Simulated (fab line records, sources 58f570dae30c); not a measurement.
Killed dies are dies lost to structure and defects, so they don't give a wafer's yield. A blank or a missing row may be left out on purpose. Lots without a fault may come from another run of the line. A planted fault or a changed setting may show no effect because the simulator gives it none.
A struck lot beside a sound one | flow berkeley_cmos170 | 14 steps out of a route of 331
Sound: wafers L128.2, L128.3, L128.4. Struck: wafers L120.1, L120.3, L120.6. The cause comes at the end.
At each step with rows: each side's tool, then ch and its chambers, then its first start. Under that, the readings that differ: sound wafers | struck wafers | difference of the means | sigmas: that difference in standard deviations of wafers without a fault.
alike: readings whose means differ by less than 2 such deviations, and words and numbers that are the same on both sides. not compared: withheld readings, readings that some wafer has no value for, bounds like >300 that may hide the same value, and numbers for which the record gives no deviation and whose values overlap.
The two part at a step that has a row with sigmas, a row that says differs or no value, or rows on one side only. Numbers that don't overlap but have no deviation are shown without sigmas and don't part them. A reading that every wafer of one side lacks parts them only if that side has two wafers or more.

UCB170_NLDD_STRIP_10: strips in O2.
  sound on plasma_asher-01 ch 0,1, day 10 01:04; struck on plasma_asher-03 ch 0,1, day 9 02:13
  reading                     | sound          | struck         | difference | sigmas
  drypump_motor_current_A (A) | 6.27 6.27 6.00 | 5.48 5.49 6.00 | -0.52      | -2
  alike: oes_product_au, strip_time_to_endpoint_s
  not compared: rf_hours_counter_h
UCB170_NLDD_TW_MEAS_11:
  sound on film_metro-02, day 10 01:11; struck on film_metro-02, day 9 02:19
  alike: NLDD_TW
then, 1 step without rows for these wafers: UCB170_NLDD_CLEAN_12 (cleans in SPM, time 600 s).
UCB170_SPACER_CVD_00: deposits SiO2 from TEOS/O2, target thk 376 nm, time 47 s.
  sound on pecvd-04 ch 0,1,2, day 10 01:24; struck on pecvd-02 ch 0,1, day 9 02:34
  alike: heater_power_w
UCB170_SPACER_THK_MEAS_01:
  sound on film_metro-02, day 10 01:28; struck on film_metro-02, day 9 02:36
  alike: SPACER_TEOS_THK
then, 1 step without rows for these wafers: UCB170_SPACER_ANNEAL_02 (time 1800 s).
UCB170_SPACER_ETCHBACK_03: etches SiO2 in CHF3/CF4/Ar, stops on Si, target depth 376 nm, time 100 s.
  sound on rie_diel-02 ch 0,1,2, day 10 05:35; struck on rie_diel-02 ch 1,3, day 9 04:48
  reading               | sound             | struck            | difference | sigmas
  CHF3_flow_sccm (sccm) | 49.86 49.93 50.01 | 50.08 50.42 50.32 | +0.34      | +2
  alike: drypump_motor_current_A, oes_product_au, throttle_valve_pct
  not compared: rf_hours_counter_h
then, 5 steps without rows for these wafers: UCB170_PSD_HMDS_00 (prime time 60 s); UCB170_PSD_COAT_01 (resist thk 900 nm); UCB170_PSD_SOFTBAKE_02 (time 60 s); UCB170_PSD_EXPOSE_03 (exposes mask PSELECT MOD, target cd 1200 nm); UCB170_PSD_PEB_04.
UCB170_PSD_DEVELOP_05: develop time 45 s.
  sound on litho_track-02 ch 0, day 10 06:00; struck on litho_track-04, day 9 05:00
  no value came back on the struck wafers for chill_plate_temp_C (C), develop_time_s (s); on the sound wafers chill_plate_temp_C (C) reads 22.97 23.13 23.14
  reading                              | sound             | struck          | difference | sigmas
  model.KrF_of_PSD_COAT_01.thk_nm (nm) | 885.9 885.7 885.9 | 900 898.8 899.2 | +14        |
UCB170_PSD_CD_MEAS_06: target cd 1200 nm.
  sound on cd_sem-01, day 10 06:52; struck on cd_sem-02, day 9 06:03
  reading    | sound                | struck | difference                    | sigmas
  cd_nm (nm) | 1195.7 1196.2 1196.5 | - - -  | no value on the struck wafers |

WHERE THEY PART
First at UCB170_NLDD_STRIP_10; last, within this record, at UCB170_PSD_CD_MEAS_06.

WHY: what the simulator had put in
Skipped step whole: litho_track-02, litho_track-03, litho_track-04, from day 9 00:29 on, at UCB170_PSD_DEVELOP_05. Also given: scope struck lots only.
